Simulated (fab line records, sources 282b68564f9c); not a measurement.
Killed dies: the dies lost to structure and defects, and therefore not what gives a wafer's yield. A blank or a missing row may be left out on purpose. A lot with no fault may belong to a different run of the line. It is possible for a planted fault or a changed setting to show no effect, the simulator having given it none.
A lot that was struck, set against a sound lot -- flow rit_cmos -- 19 out of 202 route steps
Sound: the wafers L251.3, L251.4, L251.6. The struck wafers were L265.2, L265.4, L265.5. The cause is named last.
For every step that has rows: the tool of each side, followed by ch and its chambers, followed by its first start. Under that, the readings that differ: sound wafers -- struck wafers -- difference of the means -- sigmas: that difference in standard deviations of wafers without a fault.
alike: readings with means less than 2 such deviations apart, plus words and numbers identical on both sides. not compared: withheld readings, readings lacking a value on some wafer, bounds such as >300 that could conceal the same value, and numbers that have no deviation in the record and whose values overlap.
A row with sigmas, a row that says differs or no value, or rows on one side alone: a step with any of these is where the two part. Numbers that have no deviation but don't overlap get no sigmas and don't part them. A reading that every wafer of one side lacks parts them only if that side has two wafers or more.

RIT_SILICIDE_RS_MEAS_02: uses a four-point probe to measure.
  struck on film_metro-01, day 6 09:51; sound on film_metro-02, day 3 13:07
  alike: SILICIDE_TI_RS
RIT_SILICIDE_THK_MEAS_03: measures by xrf.
  struck on film_metro-01, day 6 09:58; sound on film_metro-02, day 3 13:13
  alike: SILICIDE_TI_THK
RIT_SILICIDE_RTA_04: time 10 s, ramp up 5 s, ramp down 5 s.
  sound on rtp_anneal-01 ch 0, day 3 13:17; struck on rtp_anneal-02 ch 0, day 6 10:01
  alike: wafer_temp_C_max
then, 1 step without rows for these wafers: RIT_SILICIDE_WET_ETCH_05 (etches Ti in SPM, time 120 s).
RIT_SILICIDE_RTA_06: time 10 s, ramp up 5 s, ramp down 10 s.
  sound on rtp_anneal-02 ch 0, day 3 13:23; struck on rtp_anneal-02 ch 0, day 6 10:08
  alike: wafer_temp_C_max
RIT_CONTACT_CVD_00: deposits SiO2 from TEOS, target thk 400 nm, time 61 s.
  sound on pecvd-01 ch 0,1, day 3 13:26; struck on pecvd-02 ch 0,1, day 6 10:11
reading,sound,struck,difference,sigmas
heater_power_w (W),238 252 292,342 343 379,+94,+2
RIT_CONTACT_THK_MEAS_01:
  struck on film_metro-03, day 6 10:14; sound on film_metro-03, day 3 13:30
  alike: CONTACT_TEOS_THK
then, 5 steps without rows for these wafers: RIT_CONTACT_HMDS_02 (prime time 60 s); RIT_CONTACT_COAT_03 (resist thk 1000 nm); RIT_CONTACT_SOFTBAKE_04 (time 60 s); RIT_CONTACT_EXPOSE_05 (exposes mask M11, target cd 1000 nm); RIT_CONTACT_PEB_06.
RIT_CONTACT_DEVELOP_07: develop time 120 s.
  sound on litho_track-03 ch 0, day 3 14:00; struck on litho_track-03 ch 0, day 6 11:00
  alike: exhaust_pa
RIT_CONTACT_CD_MEAS_08: the cd target is 1000 nm.
  struck on cd_sem-01, day 6 11:30; sound on cd_sem-01, day 3 14:42
reading,sound,struck,difference,sigmas
cd_nm (nm),996.9 998.8 997.4,981.3 982.1 979.1,-16.9,-8
RIT_CONTACT_OVL_MEAS_09:
  struck on overlay-02, day 6 11:37; sound on overlay-02, day 3 14:48
  alike: CONTACT_OVL
then, 1 step without rows for these wafers: RIT_CONTACT_HARDBAKE_10 (time 60 s).
RIT_CONTACT_ETCH_11: etches SiO2 in CHF3/CF4/Ar, stops on TiSi2, target depth 480 nm, time 320 s.
  sound on rie_diel-02 ch 1,2,3, day 3 14:58; struck on rie_diel-03 ch 0,1, day 6 11:47
reading,sound,struck,difference,sigmas
model.CONTACT.cd_nm (nm),996.6 998.6 997.9,981.4 982.1 979.3,-16.8,
  alike: drypump_motor_current_A, oes_product_au, throttle_valve_pct
  not compared: rf_hours_counter_h
RIT_CONTACT_STRIP_12: strips in O2, time 180 s.
  sound on plasma_asher-04 ch 0,1, day 3 15:13; struck on plasma_asher-02 ch 0, day 6 11:59
reading,sound,struck,difference,sigmas
rf_refl_power_W (W),7.9 6.4 8.1,4.4 4.4 4.7,-3.0,-2
  alike: drypump_motor_current_A
  not compared: rf_hours_counter_h
RIT_M1_PROBE_99:
  struck on prober-02, day 6 16:55; sound on prober-02, day 3 20:28
reading,sound,struck,difference,sigmas
model.etest.contact_to_gate.bv_right_v (V),91.89 89.22 90.27,97.6 97.31 97.62,+7.1,
  alike: killed_at_contacts, killed_at_front_end, killed_dies, killed_open, killed_short
  not compared: model.etest.contact_to_gate.bv_left_v

## WHERE THEY PART
First at RIT_CONTACT_CVD_00; last, within this record, at RIT_CONTACT_STRIP_12. Later steps at which nothing parts them and some readings are alike: RIT_M1_PROBE_99.

WHY: what the simulator had put in
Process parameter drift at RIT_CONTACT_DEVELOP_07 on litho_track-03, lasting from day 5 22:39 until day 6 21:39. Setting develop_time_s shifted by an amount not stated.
